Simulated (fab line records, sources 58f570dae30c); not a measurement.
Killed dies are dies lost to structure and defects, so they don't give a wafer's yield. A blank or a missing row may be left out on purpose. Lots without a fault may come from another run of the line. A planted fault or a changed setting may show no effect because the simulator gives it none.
Problem report in the 8D (eight disciplines) form, filled by code | flow berkeley_cmos170 | the parts of the form that need people (team, actions taken, sign-off) are left out

1. THE PROBLEM
beam_energy_keV at UCB170_NWELL_IMPLANT_14 reads a mean of 141.82 on 6 wafers of 2 lots; wafers without a fault read 149.99 with a standard deviation of 0.043. That is -99 or more standard deviations from the usual mean.
First seen on wafer L615.2, day 4 23:46, on implanter-04. The record holds 33 wafers of 11 lots with a number at this step. Rule for "out", or "out of limits": more than 4 standard deviations from the usual mean. The other wafers with a number count as sound.

2. WHAT IT IS AND WHAT IT IS NOT
question                    | is                     | is not
which readings at this step | beam_energy_keV        | -
which lots                  | L615, L617             | L602, L603, L604, L605, L606, L620, L622, L623, L624
which wafers of those lots  | all that have a number | -
read on which tools         | implanter-04           | implanter-01, implanter-03
when                        | from day 4 23:46       | up to then (15 sound wafers); but 12 sound wafers of L620, L622, L623, L624 came after

3. SUSPECTS, AND WHAT RULES EACH OUT
Counting: a tool at a process step up to the reading stays a suspect if it ran every lot that is out and no sound lot after the first of them.
- plasma_asher-01 at UCB170_ZERO_STRIP_07 (strips in O2): ruled out as a lasting fault. Sound lots L620 ran on it after its first lot that is out, L615 (day 4 13:11).
- implanter-04 at UCB170_NWELL_IMPLANT_14: kept. It ran every lot that is out, first L615 (day 4 23:46), and no sound lot after that; its last sound lot up to then is L605 (day 3 00:23). Its own readings are out on those wafers: beam_energy_keV.
Left after counting: implanter-04 at UCB170_NWELL_IMPLANT_14.

4. THE CAUSE (what the simulator had put in)
Process parameter drift: implanter-04, from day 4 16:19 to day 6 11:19, at UCB170_NWELL_IMPLANT_14. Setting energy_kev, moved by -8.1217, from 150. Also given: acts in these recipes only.
Counting left only this tool.

5. THE CHAIN OF EFFECTS, in route order
Each row: a reading whose mean over the struck wafers that have a number lies more than 3 standard deviations from the usual. Only readings for which the record gives a usual standard deviation are gone through. hours: the time from each lot's start at the first step in this table that gives one to its start at this step, as a median over the lots. sigmas: the change in usual standard deviations.
hours | step                    | reading         | usual  | on struck wafers | change | sigmas
0     | UCB170_NWELL_IMPLANT_14 | beam_energy_keV | 149.99 | 141.82           | -8.17  | -99 or more
The process steps in it:
- UCB170_NWELL_IMPLANT_14
Later measuring or inspecting steps at which every struck wafer that the step has a row for has a number for every such reading, and none has moved that far: UCB170_NVT_TW_MEAS_09, UCB170_GATE_THK_MEAS_05.

6. WHAT WOULD HAVE CAUGHT IT SOONER
In this record the first reading out of limits was taken at day 4 23:46, 7 hours after the fault began at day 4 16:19.
